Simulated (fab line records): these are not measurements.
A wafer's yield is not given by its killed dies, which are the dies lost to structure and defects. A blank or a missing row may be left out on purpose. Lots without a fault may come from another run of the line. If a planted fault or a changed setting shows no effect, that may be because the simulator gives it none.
Which tool is to blame? / flow berkeleyCmos170 / 13 lots with 39 wafers sampled at 6 steps, on a route of 331 steps

WHAT THE GAUGES SHOWED, per wafer
UCB170_NLDD_CD_MEAS_06: target cd 1200 nm. Usual: 1199.9 nm for cdNm, sd 1.4.
lot=L799; measured=day 7 06:55; on=cdSem-02; cdNm (nm)=1200.4 1199.8 1199.3; flag=
lot=L801; measured=day 7 19:34; on=cdSem-01; cdNm (nm)=1198.8 1200.1 1197.2; flag=
lot=L804; measured=day 8 22:28; on=cdSem-01; cdNm (nm)=1197.2 1197.2 1198.3; flag=
lot=L806; measured=day 8 22:06; on=cdSem-02; cdNm (nm)=1196.8 1199.1 1199.1; flag=
lot=L807; measured=day 8 22:35; on=cdSem-01; cdNm (nm)=1202.0 1201.0 1201.9; flag=
lot=L808; measured=day 9 17:47; on=cdSem-01; cdNm (nm)=1201.1 1202.6 1202.4; flag=
lot=L811; measured=day 10 13:20; on=cdSem-02; cdNm (nm)=1198.0 1197.9 1200.6; flag=
lot=L810; measured=day 10 13:35; on=cdSem-01; cdNm (nm)=1197.4 1199.7 1198.3; flag=
lot=L815; measured=day 11 18:49; on=cdSem-01; cdNm (nm)=1199.8 1200.8 1200.4; flag=
lot=L814; measured=day 11 19:14; on=cdSem-02; cdNm (nm)=1199.0 1199.4 1199.2; flag=
lot=L820; measured=day 12 18:44; on=cdSem-02; cdNm (nm)=1198.5 1198.7 1199.4; flag=
lot=L821; measured=day 12 19:10; on=cdSem-01; cdNm (nm)=1201.1 1200.9 1200.2; flag=
lot=L822; measured=day 13 19:50; on=cdSem-02; cdNm (nm)=1198.2 1198.2 1199.0; flag=

UCB170_PSD_TW_MEAS_10. Usual: PSD_TW typically reads 2322, with standard deviation 20.
lot=L799; measured=day 7 17:27; on=filmMetro-04; PSD_TW=2302 2303 2315; flag=
lot=L801; measured=day 8 05:26; on=filmMetro-04; PSD_TW=2303 2299 2305; flag=
lot=L804; measured=day 9 09:41; on=filmMetro-04; PSD_TW=2333 2335 2336; flag=
lot=L806; measured=day 9 09:19; on=filmMetro-01; PSD_TW=2351 2340 2349; flag=
lot=L807; measured=day 9 10:01; on=filmMetro-01; PSD_TW=2339 2346 2341; flag=
lot=L808; measured=day 10 06:53; on=filmMetro-04; PSD_TW=2337 2326 2321; flag=
lot=L811; measured=day 11 00:05; on=filmMetro-01; PSD_TW=2359 2365 2378; flag=
lot=L810; measured=day 11 00:12; on=filmMetro-04; PSD_TW=30 30 30; flag=OFF
lot=L815; measured=day 12 02:56; on=filmMetro-01; PSD_TW=2334 2351 2337; flag=
lot=L814; measured=day 12 03:37; on=filmMetro-04; PSD_TW=2327 2336 2325; flag=
lot=L820; measured=day 13 20:18; on=filmMetro-04; PSD_TW=2315 2329 2316; flag=
lot=L821; measured=day 13 20:35; on=filmMetro-02; PSD_TW=2280 2282 2288; flag=
lot=L822; measured=day 14 04:34; on=filmMetro-04; PSD_TW=2345 2327 2338; flag=

WHAT TOOL EACH LOT RAN ON (gives the tool, then ch and the chambers of the sampled wafers, and finally the start)
lot=L799; UCB170_ACTIVE_ETCH_15=rieDiel-01 ch 0,2, day 4 20:56; UCB170_ACTIVE_STRIP_16=plasmaAsher-01 ch 0,1, day 4 21:04; UCB170_NLDD_STRIP_10=plasmaAsher-01 ch 0,1, day 7 07:21; UCB170_PSD_STRIP_09=plasmaAsher-01 ch 0,1, day 7 17:21
lot=L801; UCB170_ACTIVE_ETCH_15=rieDiel-02 ch 0,2,3, day 5 05:26; UCB170_ACTIVE_STRIP_16=plasmaAsher-02 ch 0,1, day 5 05:32; UCB170_NLDD_STRIP_10=plasmaAsher-03 ch 0,1, day 7 19:59; UCB170_PSD_STRIP_09=plasmaAsher-02 ch 0,1, day 8 05:19
lot=L804; UCB170_ACTIVE_ETCH_15=rieDiel-01 ch 1,2, day 6 01:10; UCB170_ACTIVE_STRIP_16=plasmaAsher-02 ch 0,1, day 6 01:16; UCB170_NLDD_STRIP_10=plasmaAsher-03 ch 0,1, day 8 22:55; UCB170_PSD_STRIP_09=plasmaAsher-02 ch 0,1, day 9 09:34
lot=L806; UCB170_ACTIVE_ETCH_15=rieDiel-04 ch 0,1,2, day 6 05:36; UCB170_ACTIVE_STRIP_16=plasmaAsher-02 ch 0,1, day 6 05:42; UCB170_NLDD_STRIP_10=plasmaAsher-04 ch 0,1, day 8 22:33; UCB170_PSD_STRIP_09=plasmaAsher-04 ch 0,1, day 9 09:13
lot=L807; UCB170_ACTIVE_ETCH_15=rieDiel-01 ch 1,2,3, day 6 05:52; UCB170_ACTIVE_STRIP_16=plasmaAsher-03 ch 0,1, day 6 05:58; UCB170_NLDD_STRIP_10=plasmaAsher-04 ch 0, day 8 23:02; UCB170_PSD_STRIP_09=plasmaAsher-04 ch 0,1, day 9 09:54
lot=L808; UCB170_ACTIVE_ETCH_15=rieDiel-01 ch 0,1,2, day 6 19:40; UCB170_ACTIVE_STRIP_16=plasmaAsher-02 ch 0,1, day 6 19:46; UCB170_NLDD_STRIP_10=plasmaAsher-04 ch 1, day 9 18:14; UCB170_PSD_STRIP_09=plasmaAsher-01 ch 0,1, day 10 06:47
lot=L811; UCB170_ACTIVE_ETCH_15=rieDiel-01 ch 0,2, day 7 02:22; UCB170_ACTIVE_STRIP_16=plasmaAsher-03 ch 0,1, day 7 02:28; UCB170_NLDD_STRIP_10=plasmaAsher-03 ch 0,1, day 10 13:47; UCB170_PSD_STRIP_09=plasmaAsher-01 ch 1, day 10 23:59
lot=L810; UCB170_ACTIVE_ETCH_15=rieDiel-02 ch 0,1,3, day 7 02:37; UCB170_ACTIVE_STRIP_16=plasmaAsher-01 ch 0,1, day 7 02:43; UCB170_NLDD_STRIP_10=plasmaAsher-04 ch 0,1, day 10 14:02; UCB170_PSD_STRIP_09=plasmaAsher-04 ch 0,1, day 11 00:05
lot=L815; UCB170_ACTIVE_ETCH_15=rieDiel-01 ch 0,1, day 8 00:49; UCB170_ACTIVE_STRIP_16=plasmaAsher-01 ch 0,1, day 8 00:56; UCB170_NLDD_STRIP_10=plasmaAsher-01 ch 0,1, day 11 19:16; UCB170_PSD_STRIP_09=plasmaAsher-04 ch 0,1, day 12 02:51
lot=L814; UCB170_ACTIVE_ETCH_15=rieDiel-02 ch 0,1,3, day 8 01:03; UCB170_ACTIVE_STRIP_16=plasmaAsher-02 ch 0,1, day 8 01:09; UCB170_NLDD_STRIP_10=plasmaAsher-01 ch 0,1, day 11 19:41; UCB170_PSD_STRIP_09=plasmaAsher-01 ch 0,1, day 12 03:30
lot=L820; UCB170_ACTIVE_ETCH_15=rieDiel-01 ch 1,2,3, day 10 00:05; UCB170_ACTIVE_STRIP_16=plasmaAsher-03 ch 0, day 10 00:11; UCB170_NLDD_STRIP_10=plasmaAsher-04 ch 0,1, day 13 11:55; UCB170_PSD_STRIP_09=plasmaAsher-01 ch 0,1, day 13 20:12
lot=L821; UCB170_ACTIVE_ETCH_15=rieDiel-02 ch 1,2, day 10 00:19; UCB170_ACTIVE_STRIP_16=plasmaAsher-01 ch 0,1, day 10 00:27; UCB170_NLDD_STRIP_10=plasmaAsher-01 ch 0,1, day 13 11:59; UCB170_PSD_STRIP_09=plasmaAsher-02 ch 0,1, day 13 20:29
lot=L822; UCB170_ACTIVE_ETCH_15=rieDiel-01 ch 1,2,3, day 10 11:14; UCB170_ACTIVE_STRIP_16=plasmaAsher-03 ch 0,1, day 10 11:20; UCB170_NLDD_STRIP_10=plasmaAsher-03 ch 0,1, day 13 20:17; UCB170_PSD_STRIP_09=plasmaAsher-04 ch 0,1, day 14 04:28
- UCB170_ACTIVE_ETCH_15: etches Si3N4 in CH3F/Ar/O2, stops on SiO2, target depth 242 nm, time 151 s.
- UCB170_ACTIVE_STRIP_16: strips in O2.
- UCB170_NLDD_STRIP_10: strips in O2.
- UCB170_PSD_STRIP_09: strips in O2.

WHAT THE TOOLS THEMSELVES READ (means of the sampled wafers that have a number; where no wafer has one, the mark that the record gives instead)
UCB170_ACTIVE_ETCH_15. Usual: CH3F_flow_sccm 20.01 sccm, standard deviation 0.061; chamberPressureMTorr 50.00 mTorr, standard deviation 0.048; drypumpMotorCurrentA 5.8 A, standard deviation 0.33; oesProductAu 0.935 a.u., standard deviation 0.0081; throttleValvePct 8.05 %, standard deviation 0.084.
lot=L799; tool=rieDiel-01; CH3F_flow_sccm (sccm)=19.98; chamberPressureMTorr (mTorr)=49.98; drypumpMotorCurrentA (A)=5.5; oesProductAu (a.u.)=0.925; throttleValvePct (%)=8.13; flag=
lot=L801; tool=rieDiel-02; CH3F_flow_sccm (sccm)=20.09; chamberPressureMTorr (mTorr)=49.97; drypumpMotorCurrentA (A)=5.7; oesProductAu (a.u.)=0.935; throttleValvePct (%)=8.05; flag=
lot=L804; tool=rieDiel-01; CH3F_flow_sccm (sccm)=19.94; chamberPressureMTorr (mTorr)=50.03; drypumpMotorCurrentA (A)=5.9; oesProductAu (a.u.)=0.939; throttleValvePct (%)=8.09; flag=
lot=L806; tool=rieDiel-04; CH3F_flow_sccm (sccm)=20.03; chamberPressureMTorr (mTorr)=49.98; drypumpMotorCurrentA (A)=6.1; oesProductAu (a.u.)=0.937; throttleValvePct (%)=8.08; flag=
lot=L807; tool=rieDiel-01; CH3F_flow_sccm (sccm)=20.09; chamberPressureMTorr (mTorr)=50.03; drypumpMotorCurrentA (A)=5.7; oesProductAu (a.u.)=0.939; throttleValvePct (%)=8.03; flag=
lot=L808; tool=rieDiel-01; CH3F_flow_sccm (sccm)=20.00; chamberPressureMTorr (mTorr)=50.01; drypumpMotorCurrentA (A)=5.7; oesProductAu (a.u.)=0.933; throttleValvePct (%)=8.10; flag=
lot=L811; tool=rieDiel-01; CH3F_flow_sccm (sccm)=20.02; chamberPressureMTorr (mTorr)=49.95; drypumpMotorCurrentA (A)=5.5; oesProductAu (a.u.)=0.931; throttleValvePct (%)=8.08; flag=
lot=L810; tool=rieDiel-02; CH3F_flow_sccm (sccm)=19.99; chamberPressureMTorr (mTorr)=50.01; drypumpMotorCurrentA (A)=5.9; oesProductAu (a.u.)=0.937; throttleValvePct (%)=8.02; flag=
lot=L815; tool=rieDiel-01; CH3F_flow_sccm (sccm)=19.96; chamberPressureMTorr (mTorr)=49.98; drypumpMotorCurrentA (A)=5.9; oesProductAu (a.u.)=0.926; throttleValvePct (%)=8.13; flag=
lot=L814; tool=rieDiel-02; CH3F_flow_sccm (sccm)=20.02; chamberPressureMTorr (mTorr)=49.97; drypumpMotorCurrentA (A)=5.9; oesProductAu (a.u.)=0.941; throttleValvePct (%)=8.02; flag=
lot=L820; tool=rieDiel-01; CH3F_flow_sccm (sccm)=20.03; chamberPressureMTorr (mTorr)=49.96; drypumpMotorCurrentA (A)=5.7; oesProductAu (a.u.)=0.937; throttleValvePct (%)=8.02; flag=
lot=L821; tool=rieDiel-02; CH3F_flow_sccm (sccm)=20.03; chamberPressureMTorr (mTorr)=50.04; drypumpMotorCurrentA (A)=6.1; oesProductAu (a.u.)=0.931; throttleValvePct (%)=8.13; flag=
lot=L822; tool=rieDiel-01; CH3F_flow_sccm (sccm)=20.03; chamberPressureMTorr (mTorr)=49.98; drypumpMotorCurrentA (A)=5.7; oesProductAu (a.u.)=0.938; throttleValvePct (%)=8.03; flag=

UCB170_ACTIVE_STRIP_16. Usual: chamberPressureMTorr 3500.0 mTorr, standard deviation 3; drypumpMotorCurrentA 5.8 A, standard deviation 0.44; oesProductAu 0.722 a.u., standard deviation 0.0041; stripTimeToEndpointS 18.06 s, standard deviation 0.075.
lot=L799; tool=plasmaAsher-01; chamberPressureMTorr (mTorr)=3503.5; drypumpMotorCurrentA (A)=5.8; oesProductAu (a.u.)=0.722; stripTimeToEndpointS (s)=18.08; flag=
lot=L801; tool=plasmaAsher-02; chamberPressureMTorr (mTorr)=3502.5; drypumpMotorCurrentA (A)=5.5; oesProductAu (a.u.)=0.725; stripTimeToEndpointS (s)=18.04; flag=
lot=L804; tool=plasmaAsher-02; chamberPressureMTorr (mTorr)=3501.1; drypumpMotorCurrentA (A)=5.8; oesProductAu (a.u.)=0.722; stripTimeToEndpointS (s)=18.12; flag=
lot=L806; tool=plasmaAsher-02; chamberPressureMTorr (mTorr)=3499.7; drypumpMotorCurrentA (A)=5.5; oesProductAu (a.u.)=0.724; stripTimeToEndpointS (s)=18.08; flag=
lot=L807; tool=plasmaAsher-03; chamberPressureMTorr (mTorr)=3498.7; drypumpMotorCurrentA (A)=5.9; oesProductAu (a.u.)=0.721; stripTimeToEndpointS (s)=18.00; flag=
lot=L808; tool=plasmaAsher-02; chamberPressureMTorr (mTorr)=3500.4; drypumpMotorCurrentA (A)=5.5; oesProductAu (a.u.)=0.720; stripTimeToEndpointS (s)=18.12; flag=
lot=L811; tool=plasmaAsher-03; chamberPressureMTorr (mTorr)=3498.7; drypumpMotorCurrentA (A)=5.9; oesProductAu (a.u.)=0.728; stripTimeToEndpointS (s)=18.07; flag=
lot=L810; tool=plasmaAsher-01; chamberPressureMTorr (mTorr)=3501.5; drypumpMotorCurrentA (A)=5.7; oesProductAu (a.u.)=0.727; stripTimeToEndpointS (s)=18.09; flag=
lot=L815; tool=plasmaAsher-01; chamberPressureMTorr (mTorr)=3500.6; drypumpMotorCurrentA (A)=6.0; oesProductAu (a.u.)=0.718; stripTimeToEndpointS (s)=18.08; flag=
lot=L814; tool=plasmaAsher-02; chamberPressureMTorr (mTorr)=3501.5; drypumpMotorCurrentA (A)=5.8; oesProductAu (a.u.)=0.721; stripTimeToEndpointS (s)=18.07; flag=
lot=L820; tool=plasmaAsher-03; chamberPressureMTorr (mTorr)=3498.9; drypumpMotorCurrentA (A)=6.5; oesProductAu (a.u.)=0.719; stripTimeToEndpointS (s)=18.08; flag=
lot=L821; tool=plasmaAsher-01; chamberPressureMTorr (mTorr)=3500.6; drypumpMotorCurrentA (A)=5.8; oesProductAu (a.u.)=0.725; stripTimeToEndpointS (s)=18.02; flag=
lot=L822; tool=plasmaAsher-03; chamberPressureMTorr (mTorr)=3503.0; drypumpMotorCurrentA (A)=6.2; oesProductAu (a.u.)=0.721; stripTimeToEndpointS (s)=18.04; flag=

UCB170_NLDD_STRIP_10. Usual: chamberPressureMTorr 3500 mTorr, standard deviation 3.4; drypumpMotorCurrentA 5.8 A, standard deviation 0.5; oesProductAu 0.735 a.u., standard deviation 0.0043; stripTimeToEndpointS 21.61 s, standard deviation 0.055.
lot=L799; tool=plasmaAsher-01; chamberPressureMTorr (mTorr)=3499; drypumpMotorCurrentA (A)=5.8; oesProductAu (a.u.)=0.730; stripTimeToEndpointS (s)=21.66; flag=
lot=L801; tool=plasmaAsher-03; chamberPressureMTorr (mTorr)=3498; drypumpMotorCurrentA (A)=5.9; oesProductAu (a.u.)=0.735; stripTimeToEndpointS (s)=21.66; flag=
lot=L804; tool=plasmaAsher-03; chamberPressureMTorr (mTorr)=3499; drypumpMotorCurrentA (A)=6.1; oesProductAu (a.u.)=0.736; stripTimeToEndpointS (s)=21.53; flag=
lot=L806; tool=plasmaAsher-04; chamberPressureMTorr (mTorr)=3502; drypumpMotorCurrentA (A)=5.7; oesProductAu (a.u.)=0.734; stripTimeToEndpointS (s)=21.60; flag=
lot=L807; tool=plasmaAsher-04; chamberPressureMTorr (mTorr)=3500; drypumpMotorCurrentA (A)=6.0; oesProductAu (a.u.)=0.737; stripTimeToEndpointS (s)=21.59; flag=
lot=L808; tool=plasmaAsher-04; chamberPressureMTorr (mTorr)=3502; drypumpMotorCurrentA (A)=5.0; oesProductAu (a.u.)=0.733; stripTimeToEndpointS (s)=21.60; flag=
lot=L811; tool=plasmaAsher-03; chamberPressureMTorr (mTorr)=3501; drypumpMotorCurrentA (A)=6.0; oesProductAu (a.u.)=0.740; stripTimeToEndpointS (s)=21.68; flag=
lot=L810; tool=plasmaAsher-04; chamberPressureMTorr (mTorr)=3498; drypumpMotorCurrentA (A)=5.7; oesProductAu (a.u.)=0.981; stripTimeToEndpointS (s)=-; flag=OFF
lot=L815; tool=plasmaAsher-01; chamberPressureMTorr (mTorr)=3500; drypumpMotorCurrentA (A)=6.0; oesProductAu (a.u.)=0.740; stripTimeToEndpointS (s)=21.61; flag=
lot=L814; tool=plasmaAsher-01; chamberPressureMTorr (mTorr)=3501; drypumpMotorCurrentA (A)=6.0; oesProductAu (a.u.)=0.736; stripTimeToEndpointS (s)=21.58; flag=
lot=L820; tool=plasmaAsher-04; chamberPressureMTorr (mTorr)=3500; drypumpMotorCurrentA (A)=5.7; oesProductAu (a.u.)=0.734; stripTimeToEndpointS (s)=21.64; flag=
lot=L821; tool=plasmaAsher-01; chamberPressureMTorr (mTorr)=3500; drypumpMotorCurrentA (A)=5.8; oesProductAu (a.u.)=0.731; stripTimeToEndpointS (s)=21.56; flag=
lot=L822; tool=plasmaAsher-03; chamberPressureMTorr (mTorr)=3497; drypumpMotorCurrentA (A)=6.2; oesProductAu (a.u.)=0.735; stripTimeToEndpointS (s)=21.65; flag=

UCB170_PSD_STRIP_09. Usual: chamberPressureMTorr 3500 mTorr, standard deviation 3.4; drypumpMotorCurrentA 5.7 A, standard deviation 0.48; oesProductAu 0.600 a.u., standard deviation 0.0046; stripTimeToEndpointS 29.38 s, standard deviation 0.078.
lot=L799; tool=plasmaAsher-01; chamberPressureMTorr (mTorr)=3504; drypumpMotorCurrentA (A)=6.0; oesProductAu (a.u.)=0.604; stripTimeToEndpointS (s)=29.29; flag=
lot=L801; tool=plasmaAsher-02; chamberPressureMTorr (mTorr)=3501; drypumpMotorCurrentA (A)=5.8; oesProductAu (a.u.)=0.598; stripTimeToEndpointS (s)=29.39; flag=
lot=L804; tool=plasmaAsher-02; chamberPressureMTorr (mTorr)=3501; drypumpMotorCurrentA (A)=5.8; oesProductAu (a.u.)=0.595; stripTimeToEndpointS (s)=29.44; flag=
lot=L806; tool=plasmaAsher-04; chamberPressureMTorr (mTorr)=3499; drypumpMotorCurrentA (A)=5.4; oesProductAu (a.u.)=0.596; stripTimeToEndpointS (s)=29.39; flag=
lot=L807; tool=plasmaAsher-04; chamberPressureMTorr (mTorr)=3505; drypumpMotorCurrentA (A)=5.3; oesProductAu (a.u.)=0.600; stripTimeToEndpointS (s)=29.36; flag=
lot=L808; tool=plasmaAsher-01; chamberPressureMTorr (mTorr)=3498; drypumpMotorCurrentA (A)=5.7; oesProductAu (a.u.)=0.600; stripTimeToEndpointS (s)=29.38; flag=
lot=L811; tool=plasmaAsher-01; chamberPressureMTorr (mTorr)=3502; drypumpMotorCurrentA (A)=5.5; oesProductAu (a.u.)=0.600; stripTimeToEndpointS (s)=29.40; flag=
lot=L810; tool=plasmaAsher-04; chamberPressureMTorr (mTorr)=3500; drypumpMotorCurrentA (A)=5.3; oesProductAu (a.u.)=0.632; stripTimeToEndpointS (s)=38.14; flag=OFF
lot=L815; tool=plasmaAsher-04; chamberPressureMTorr (mTorr)=3497; drypumpMotorCurrentA (A)=5.7; oesProductAu (a.u.)=0.599; stripTimeToEndpointS (s)=29.38; flag=
lot=L814; tool=plasmaAsher-01; chamberPressureMTorr (mTorr)=3505; drypumpMotorCurrentA (A)=5.8; oesProductAu (a.u.)=0.600; stripTimeToEndpointS (s)=29.45; flag=
lot=L820; tool=plasmaAsher-01; chamberPressureMTorr (mTorr)=3499; drypumpMotorCurrentA (A)=5.7; oesProductAu (a.u.)=0.601; stripTimeToEndpointS (s)=29.35; flag=
lot=L821; tool=plasmaAsher-02; chamberPressureMTorr (mTorr)=3497; drypumpMotorCurrentA (A)=5.8; oesProductAu (a.u.)=0.601; stripTimeToEndpointS (s)=29.55; flag=
lot=L822; tool=plasmaAsher-04; chamberPressureMTorr (mTorr)=3500; drypumpMotorCurrentA (A)=5.7; oesProductAu (a.u.)=0.602; stripTimeToEndpointS (s)=29.44; flag=

THE ANSWER, worked out from the rows above alone
Rule: take the mean of a lot's wafers that have a number; if it is more than 3 standard deviations from the usual mean, the lot is off. A lot without any number at a reading at which 4 lots or more have one is off too. Where the step has rows for the other lots, those lots are counted as sound. The gauges are gone through in route order, then the tools' own readings, and for those a lot's mean is taken as printed above. At the first step where some lot is off, the reading lying furthest off is the one used; lots without a number count as furthest.
Off: L810, at UCB170_PSD_TW_MEAS_10 (PSD_TW).
A tool fits if, at a process step before that reading, it ran every lot that is off, and no sound lot after the first of them. Not tried: the gauges at UCB170_PSD_TW_MEAS_10; whatever is off there is also off at UCB170_NLDD_STRIP_10, on other tools, and gauge error can't account for it. None of those tried fits.

WHAT THE SIMULATOR HAD INSERTED
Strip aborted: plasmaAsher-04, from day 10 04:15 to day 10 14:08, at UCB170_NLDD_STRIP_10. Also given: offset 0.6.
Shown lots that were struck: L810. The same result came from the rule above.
